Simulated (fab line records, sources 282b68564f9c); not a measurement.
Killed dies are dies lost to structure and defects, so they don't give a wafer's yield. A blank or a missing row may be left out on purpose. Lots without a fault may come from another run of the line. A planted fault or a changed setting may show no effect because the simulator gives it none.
Tool commonality check | flow rit_cmos | 11 lots, 33 wafers sampled

WHY IT WAS OPENED
At RIT_M1_CD_MEAS_90 the reading cd_nm is flagged on 2 of 11 lots. Wafers without a fault read 2601.5 nm, standard deviation 2.6.
Rule: a lot is flagged when every wafer of it that has a number lies more than 4 standard deviations from that mean, or none has a number. The other lots count as sound.

lot  | measured    | on        | cd_nm (nm), wafer by wafer | flag
L295 | day 3 09:13 | cd_sem-02 | 2598.8 2599.3 2599.5       |
L302 | day 5 00:30 | cd_sem-01 | 2619.1 2616.7 2618.3       | FLAGGED
L306 | day 5 21:12 | cd_sem-02 | 2619.4 2616.7 2616.9       | FLAGGED
L308 | day 6 04:40 | cd_sem-02 | 2596.4 2599.4 2598.8       |
L310 | day 6 11:37 | cd_sem-02 | 2602.3 2605.6 2604.8       |
L311 | day 6 17:20 | cd_sem-02 | 2605.7 2604.9 2603.3       |
L312 | day 6 23:29 | cd_sem-02 | 2601.2 2603.8 2602.2       |
L313 | day 7 06:08 | cd_sem-02 | 2605.3 2603.2 2606.4       |
L314 | day 7 10:52 | cd_sem-01 | 2605.1 2606.2 2602.6       |
L316 | day 8 00:03 | cd_sem-02 | 2601.5 2602.6 2599.9       |
L317 | day 8 00:18 | cd_sem-02 | 2603.5 2604.0 2601.7       |
The numbers of the flagged lots are 2617.8 nm on average: +16.3 nm against the usual, or +6 standard deviations.

WHICH TOOL RAN EACH LOT
The record holds 1 process step before the reading, out of a route of 202 steps. In each cell: the tool, then ch and the chambers that the sampled wafers went through, then the start.
lot  | flag    | RIT_M1_METAL_ETCH_12
L295 |         | rie_metal-04 ch 0,1, day 3 08:41
L302 | FLAGGED | rie_metal-03 ch 0, day 4 23:58
L306 | FLAGGED | rie_metal-03 ch 0, day 5 20:41
L308 |         | rie_metal-01 ch 0,1, day 6 04:10
L310 |         | rie_metal-04 ch 1, day 6 10:56
L311 |         | rie_metal-01 ch 0,1, day 6 16:50
L312 |         | rie_metal-04 ch 0,1, day 6 22:57
L313 |         | rie_metal-01 ch 0,1, day 7 05:38
L314 |         | rie_metal-04 ch 0,1, day 7 10:20
L316 |         | rie_metal-01 ch 0,1, day 7 23:31
L317 |         | rie_metal-04 ch 0,1, day 7 23:46
What these steps do:
- RIT_M1_METAL_ETCH_12: etches Al in Cl2/BCl3, stops on SiO2, time 165 s, target depth 600 nm.
- RIT_M1_CD_MEAS_90: target cd 2600 nm.

FLAGGED OVER TOTAL, TOOL BY TOOL (the gauges that took the reading come last)
step                 | tool         | lots run | flagged | share of the flagged lots | sound lots run after its first flagged lot
RIT_M1_METAL_ETCH_12 | rie_metal-01 | 4        | 0       | none                      | -
RIT_M1_METAL_ETCH_12 | rie_metal-03 | 2        | 2       | all                       | 0
RIT_M1_METAL_ETCH_12 | rie_metal-04 | 5        | 0       | none                      | -
RIT_M1_CD_MEAS_90    | cd_sem-01    | 2        | 1       | some                      | 1 (L314)
RIT_M1_CD_MEAS_90    | cd_sem-02    | 9        | 1       | some                      | 7 (L308,L310,L311,L312,L313,L316,L317)

WHAT THE TABLE ALLOWS
1 row of the table ran every flagged lot: rie_metal-03 at RIT_M1_METAL_ETCH_12.
- rie_metal-03 at RIT_M1_METAL_ETCH_12: 2 of its 2 lots flagged. It ran no sound lot before its first flagged lot in this sample, so the start can't be narrowed down. Its own readings lie more than 4 standard deviations out on every wafer of the flagged lots: oes_product_au, rf_fwd_power_W.
One tool is left: rie_metal-03 at RIT_M1_METAL_ETCH_12.

WHAT THE SIMULATOR HAD PUT IN
Process parameter drift: rie_metal-03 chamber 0, from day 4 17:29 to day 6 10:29, at RIT_M1_METAL_ETCH_12. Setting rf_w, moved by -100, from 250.
Lots struck among those shown: L302, L306. The rule above found the same.
